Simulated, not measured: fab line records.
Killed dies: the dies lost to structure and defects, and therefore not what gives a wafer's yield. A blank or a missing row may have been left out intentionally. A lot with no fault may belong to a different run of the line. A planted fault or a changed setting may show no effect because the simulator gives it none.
Which of the tools did it? | flow rit_cmos | 42 wafers from 14 lots sampled at 2 of the route's 202 steps

## WHAT EACH GAUGE READ, for each wafer
RIT_NRETRO_TW_MEAS_10.
lot  | measured    | on            | NRETRO_TW
L348 | day 2 08:09 | film_metro-04 | 1044 1040 1041
L349 | day 2 13:14 | film_metro-04 | 1041 1040 1043
L351 | day 2 23:26 | film_metro-04 | 1047 1040 1044
L353 | day 3 10:23 | film_metro-02 | 1049 1046 1046
L355 | day 3 19:29 | film_metro-02 | 1045 1052 1052
L356 | day 4 03:46 | film_metro-01 | 1057 1053 1053
L357 | day 4 08:44 | film_metro-04 | 1043 1048 1041
L359 | day 4 19:29 | film_metro-01 | 1053 1047 1042
L364 | day 6 04:05 | film_metro-02 | 1216 1218 1225
L365 | day 6 04:19 | film_metro-01 | 1040 1045 1040
L369 | day 6 18:46 | film_metro-02 | 1057 1050 1056
L367 | day 6 18:50 | film_metro-04 | 1204 1207 1206
L371 | day 7 04:40 | film_metro-01 | 1041 1038 1043
L370 | day 7 06:07 | film_metro-02 | 1053 1050 1052

## WHICH TOOL RAN EACH LOT (tool, then ch and the chambers of the sampled wafers, then the start)
lot  | RIT_NRETRO_IMPLANT_08
L348 | implanter-03 ch 0, day 2 07:50
L349 | implanter-04 ch 0, day 2 12:55
L351 | implanter-01 ch 0, day 2 23:10
L353 | implanter-03 ch 0, day 3 10:05
L355 | implanter-01 ch 0, day 3 19:10
L356 | implanter-03 ch 0, day 4 03:26
L357 | implanter-04 ch 0, day 4 08:24
L359 | implanter-03 ch 0, day 4 19:09
L364 | implanter-03 ch 0, day 6 03:45
L365 | implanter-01 ch 0, day 6 03:59
L369 | implanter-01 ch 0, day 6 18:28
L367 | implanter-03 ch 0, day 6 18:34
L371 | implanter-04 ch 0, day 7 04:20
L370 | implanter-04 ch 0, day 7 05:50
- RIT_NRETRO_IMPLANT_08

## AS READ BY THE TOOLS THEMSELVES (means over the sampled wafers that have a number; for cases with no such wafer, the mark the record gives instead)
RIT_NRETRO_IMPLANT_08.
lot  | tool         | dose_ions_cm2 | faraday_current_uA
L348 | implanter-03 | 9.993e+12     | 31.5
L349 | implanter-04 | 9.981e+12     | 32.0
L351 | implanter-01 | 1.001e+13     | 30.8
L353 | implanter-03 | 1.000e+13     | 31.7
L355 | implanter-01 | 1.001e+13     | 31.3
L356 | implanter-03 | 9.992e+12     | 31.5
L357 | implanter-04 | 9.989e+12     | 31.8
L359 | implanter-03 | 9.991e+12     | 31.9
L364 | implanter-03 | 1.595e+13     | 50.7
L365 | implanter-01 | 1.000e+13     | 32.0
L369 | implanter-01 | 1.000e+13     | 32.0
L367 | implanter-03 | 1.595e+13     | 51.0
L371 | implanter-04 | 9.993e+12     | 31.9
L370 | implanter-04 | 1.001e+13     | 31.4

## THE ANSWER, worked out from the rows above alone
Rule: the lots themselves supply what counts as usual. Put in order of their means at a reading, lots are off if they are a third of the lots or fewer, leave a main group of 4 or more, and stand apart from it by a gap of 3 or more times the standard deviation of the main group's means; of several such gaps the widest counts. If all means in a main group match to the digits the tables above print for the reading, that group is not used. A lot without any number at a reading at which 4 lots or more have one is off too. All remaining lots with rows at the step are treated as sound. First the gauges in route order, then the tools' own readings, where a lot's mean is used as printed above. The first step at which some lot is off is used, and at that step the reading that is off furthest; a lot without a number counts as furthest.
Off: L364, L367, at RIT_NRETRO_TW_MEAS_10 (NRETRO_TW). For the main group the mean is 1046 and the standard deviation 4.8.
A tool fits if, at a process step before that reading, it ran every lot that is off, and no sound lot after the first of them. The gauges at RIT_NRETRO_TW_MEAS_10 aren't tried: what is off there is off at RIT_NRETRO_IMPLANT_08 too, on other tools, and a gauge's error can't cause that. One fits: RIT_NRETRO_IMPLANT_08 on implanter-03. Its last sound lot is L359 (day 4 19:09), its first lot that is off L364 (day 6 03:45): a fault that began between those two fits.
The tool's own readings at RIT_NRETRO_IMPLANT_08 bear it out: on the lots that are off they differ by more than 5 times the standard deviation of the sound lots' means. dose_ions_cm2 reads 1.595e+13 there against 9.997e+12 on the sound lots; faraday_current_uA reads 50.9 there against 31.6 on the sound lots.

## WHAT THE SIMULATOR HAD INSERTED
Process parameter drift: implanter-03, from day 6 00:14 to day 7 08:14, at RIT_NRETRO_IMPLANT_08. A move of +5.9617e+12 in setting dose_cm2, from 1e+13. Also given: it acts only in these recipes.
Struck lots among those shown: L364, L367. Same finding as the rule above.
